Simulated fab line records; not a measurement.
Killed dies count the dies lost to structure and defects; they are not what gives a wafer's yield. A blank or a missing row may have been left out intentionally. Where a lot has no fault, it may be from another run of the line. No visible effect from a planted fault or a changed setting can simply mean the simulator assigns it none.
Commonality check across tools -- flow rit-cmos -- 13 lots, 39 wafers sampled

REASON IT WAS OPENED
Of 13 lots, 2 have the reading NLDD_TW flagged at RIT_NLDD_TW_MEAS_10. Wafers without a fault read 2478, standard deviation 23.
Rule: a lot is flagged in two cases, either no wafer of it has a number, or all its wafers with numbers fall more than 4 standard deviations from that mean. All remaining lots are regarded as sound.

lot,measured,on,"NLDD_TW, wafer by wafer",flag
L828,day 2 18:43,film-metro-01,2510 2493 2497,
L829,day 3 01:19,film-metro-03,2470 2447 2453,
L830,day 3 05:36,film-metro-01,2487 2486 2479,
L831,day 3 13:02,film-metro-03,2465 2452 2462,
L832,day 3 15:21,film-metro-01,2493 2500 2492,
L833,day 3 18:23,film-metro-04,2489 2479 2468,
L834,day 4 03:07,film-metro-01,2486 2485 2495,
L843,day 5 22:57,film-metro-01,2685 2674 2668,FLAGGED
L846,day 6 14:33,film-metro-03,2633 2628 2622,FLAGGED
L847,day 6 21:53,film-metro-01,2515 2520 2523,
L848,day 6 23:41,film-metro-04,2489 2483 2467,
L849,day 7 03:24,film-metro-03,2447 2458 2461,
L850,day 7 08:31,film-metro-03,2456 2455 2462,
The numbers of the flagged lots are 2652 on average: +174 against the usual, or +8 standard deviations.

LOT BY LOT: THE TOOL USED
2 process steps preceding the reading are held in the record, out of 202 steps in the route. In each cell: the tool, then ch and the chambers that the sampled wafers went through, then the start.
lot,flag,RIT_PRETRO_STRIP_09,RIT_NLDD_IMPLANT_08
L828,,"plasma-asher-03 ch 0,1, day 2 08:37","implanter-01 ch 0, day 2 18:23"
L829,,"plasma-asher-02 ch 0,1, day 2 14:57","implanter-04 ch 0, day 3 01:00"
L830,,"plasma-asher-04 ch 0,1, day 2 19:06","implanter-02 ch 0, day 3 05:16"
L831,,"plasma-asher-02 ch 0,1, day 2 22:54","implanter-04 ch 0, day 3 12:43"
L832,,"plasma-asher-02 ch 0,1, day 3 02:55","implanter-02 ch 0, day 3 15:01"
L833,,"plasma-asher-03 ch 0,1, day 3 08:28","implanter-04 ch 0, day 3 18:05"
L834,,"plasma-asher-02 ch 0,1, day 3 16:19","implanter-04 ch 0, day 4 02:49"
L843,FLAGGED,"plasma-asher-04 ch 0, day 5 13:14","implanter-01 ch 0, day 5 22:38"
L846,FLAGGED,"plasma-asher-04 ch 0,1, day 6 02:20","implanter-01 ch 0, day 6 14:16"
L847,,"plasma-asher-02 ch 0,1, day 6 07:16","implanter-04 ch 0, day 6 21:34"
L848,,"plasma-asher-04 ch 0,1, day 6 13:46","implanter-04 ch 0, day 6 23:16"
L849,,"plasma-asher-03 ch 0,1, day 6 17:29","implanter-02 ch 0, day 7 03:05"
L850,,"plasma-asher-02 ch 1, day 6 22:05","implanter-04 ch 0, day 7 08:11"
What these steps do:
- RIT_PRETRO_STRIP_09: strips in O2, time 180 s.
- RIT_NLDD_IMPLANT_08
- RIT_NLDD_TW_MEAS_10

FLAGGED AGAINST TOTAL, ONE TOOL AT A TIME (gauges that did the reading follow at the end)
step,tool,lots run,flagged,share of the flagged lots,sound lots run after its first flagged lot
RIT_PRETRO_STRIP_09,plasma-asher-02,6,0,none,-
RIT_PRETRO_STRIP_09,plasma-asher-03,3,0,none,-
RIT_PRETRO_STRIP_09,plasma-asher-04,4,2,all,1 (L848)
RIT_NLDD_IMPLANT_08,implanter-01,3,2,all,0
RIT_NLDD_IMPLANT_08,implanter-02,3,0,none,-
RIT_NLDD_IMPLANT_08,implanter-04,7,0,none,-
RIT_NLDD_TW_MEAS_10,film-metro-01,6,1,some,1 (L847)
RIT_NLDD_TW_MEAS_10,film-metro-03,5,1,some,"2 (L849,L850)"
RIT_NLDD_TW_MEAS_10,film-metro-04,2,0,none,-

WHAT IS ALLOWED BY THE TABLE
Every flagged lot went through 2 rows of the table: plasma-asher-04 at RIT_PRETRO_STRIP_09 and implanter-01 at RIT_NLDD_IMPLANT_08.
- plasma-asher-04 at RIT_PRETRO_STRIP_09 ran 4 lots, 2 of them flagged. Sound lots followed the first flagged one (L848) on it, something a lasting fault affecting the whole tool could not allow.
- implanter-01 at RIT_NLDD_IMPLANT_08 ran 3 lots, 2 of them flagged. A fault beginning between L828 (day 2 18:23), its last sound lot, and L843 (day 5 22:38), its first flagged one, fits the data. Its own readings (dose-ions-cm2, faraday-current-uA) fall more than 4 standard deviations out on all wafers of the flagged lots.
What remains is a single tool, implanter-01 at RIT_NLDD_IMPLANT_08.

WHAT THE SIMULATOR HAD INSERTED
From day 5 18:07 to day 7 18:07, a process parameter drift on implanter-01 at RIT_NLDD_IMPLANT_08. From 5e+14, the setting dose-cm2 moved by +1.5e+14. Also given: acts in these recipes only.
Shown lots that were struck: L843, L846. The rule above reached the same finding.
